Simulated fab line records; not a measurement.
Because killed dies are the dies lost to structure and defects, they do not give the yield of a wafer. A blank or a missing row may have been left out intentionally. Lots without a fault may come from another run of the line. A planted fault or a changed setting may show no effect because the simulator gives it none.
What tool caused it? -- flow berkeleyCmos170 -- Sampling: 7 lots, 21 wafers, 3 of 331 route steps

== WHAT THE GAUGES SHOWED, per wafer ==
UCB170_M2_RS_MEAS_02: measures by four-point-probe.
lot,measured,on,M2_AL_RS (ohm/sq)
L730,day 9 08:28,filmMetro-03,0.0323 0.0324 0.0320
L732,day 9 06:29,filmMetro-04,0.0317 0.0326 0.0322
L736,day 9 20:28,filmMetro-02,0.0318 0.0321 0.0319
L738,day 10 18:15,filmMetro-02,0.0326 0.0320 0.0315
L743,day 11 07:41,filmMetro-02,0.0322 0.0322 0.0323
L749,day 13 12:53,filmMetro-04,0.0320 0.0319 0.0320
L752,day 14 03:13,filmMetro-03,0.0326 0.0326 0.0319

== WHAT TOOL EACH LOT RAN ON (gives the tool, then ch and the chambers of the sampled wafers, and finally the start) ==
lot,UCB170_PWELL_CLEAN_01,UCB170_SDANNEAL_RTA_01
L730,"wetBench-04 ch 0, day 3 09:05","rtpAnneal-01 ch 0, day 8 17:53"
L732,"wetBench-04 ch 3, day 3 09:55","rtpAnneal-02 ch 0, day 8 17:45"
L736,"wetBench-03 ch 0, day 4 03:43","rtpAnneal-02 ch 0, day 9 08:06"
L738,"wetBench-02 ch 0, day 4 17:34","rtpAnneal-02 ch 0, day 10 04:24"
L743,"wetBench-02 ch 1, day 5 11:27","rtpAnneal-01 ch 0, day 10 15:58"
L749,"wetBench-02 ch 3, day 7 00:28","rtpAnneal-01 ch 0, day 12 22:47"
L752,"wetBench-04 ch 0, day 7 21:07","rtpAnneal-02 ch 0, day 13 14:01"
- UCB170_PWELL_CLEAN_01: cleans in dHF, time 60 s.
- UCB170_SDANNEAL_RTA_01: time 5 s.

== THE ANSWER, worked out from the rows above alone ==
Rule: what is usual is taken from the lots themselves. The widest of any qualifying gaps counts: lots, ordered by their means at a reading, are off when they make up no more than a third of the lots, leave a main group of 4 or more, and stand apart from it by 3 or more times the standard deviation of that group's means. If all means in a main group match to the digits the tables above print for the reading, that group is not used. Also off: a lot with no number at a reading for which 4 or more lots have one. Any other lot the step has rows for is counted as sound.
No lot is off on any of the readings shown, so nothing can be concluded from this.

== WHAT THE SIMULATOR HAD INSERTED ==
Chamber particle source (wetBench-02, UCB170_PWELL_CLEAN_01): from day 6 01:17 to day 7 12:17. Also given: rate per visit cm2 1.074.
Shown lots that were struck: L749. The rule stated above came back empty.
